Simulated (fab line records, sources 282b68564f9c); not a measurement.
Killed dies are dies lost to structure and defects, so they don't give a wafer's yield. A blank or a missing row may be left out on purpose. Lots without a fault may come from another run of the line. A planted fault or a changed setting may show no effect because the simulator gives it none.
One fault seen from 2 desks | flow rit_cmos | each desk has only its own numbers; what lay behind them comes last

THE METROLOGY DESK
What the gauges read, lot by lot, whatever tool the lot ran on: means of the sampled wafers that have a number. A lot is out of limits, marked OUT, if its mean lies more than 4 standard deviations from the usual mean; the brackets give that distance.
Columns: A = SPACER_NITRIDE_THK at RIT_SPACER_THK_MEAS_04, usual 251.0 nm; B = cd_nm at RIT_CONTACT_CD_MEAS_90, usual 1000.0 nm
lot  | first seen here | A               | B
L825 | day 2 20:47     | 251.9           | 999.8
L826 | day 3 02:48     | 251.5           | 999.0
L827 | day 3 08:36     | 252.9           | 997.5
L828 | day 3 12:51     | 250.7           | 998.2
L830 | day 3 21:55     | 253.0           | 998.7
L831 | day 4 04:31     | 249.6           | 1003.1
L833 | day 4 15:08     | 253.9           | 998.3
L838 | day 5 20:51     | 169.1 (-34) OUT | 998.5
L839 | day 6 02:00     | 170.1 (-34) OUT | 1000.5
L840 | day 6 05:31     | 250.5           | 1002.2
L841 | day 6 13:55     | 249.0           | 1002.0
L842 | day 6 17:11     | 253.3           | 993.1
L844 | day 7 07:10     | 252.3           | 999.7
L845 | day 7 09:07     | 247.9           | 999.0
This desk's finding: out of limits on L838, L839; first on L838, day 5 20:51 (SPACER_NITRIDE_THK at RIT_SPACER_THK_MEAS_04). In limits: L825, L826, L827, L828, L830, L831, L833, L840, L841, L842, L844, L845.

THE TOOL OWNER'S DESK: lpcvd-02
The tool's own readings at RIT_SPACER_CVD_03 (deposits Si3N4 from SiH2Cl2/NH3, target thk 250 nm, time 3300 s): means of the sampled wafers that have a number, for each lot that ran on this tool. A lot is out of limits, marked OUT, if its mean lies more than 4 standard deviations from the usual mean; the brackets give that distance.
Columns: A = spike_tc_load_C at RIT_SPACER_CVD_03, usual 835.7 C
lot  | first seen here | A
L826 | day 3 00:52     | 837.8
L828 | day 3 10:56     | 837.6
L838 | day 5 17:58     | 835.1
L839 | day 6 00:05     | 837.5
This desk's finding: nothing out of limits on any of the 4 lots.

PUT TOGETHER
The metrology desk could have raised an alarm at day 5 20:51, on L838, L839.
The tool owner's desk saw nothing out of limits.
The tool owner's desk has L838, L839 on record, within its limits.
Of the lots named, all ran RIT_SPACER_CVD_03 on lpcvd-02.

WHAT THE SIMULATOR HAD PUT IN
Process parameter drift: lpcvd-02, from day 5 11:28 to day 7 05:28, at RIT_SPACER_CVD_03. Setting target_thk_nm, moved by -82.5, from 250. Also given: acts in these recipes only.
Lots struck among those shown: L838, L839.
Hours from the fault's start to each desk's first reading out of limits: the metrology desk, 9.
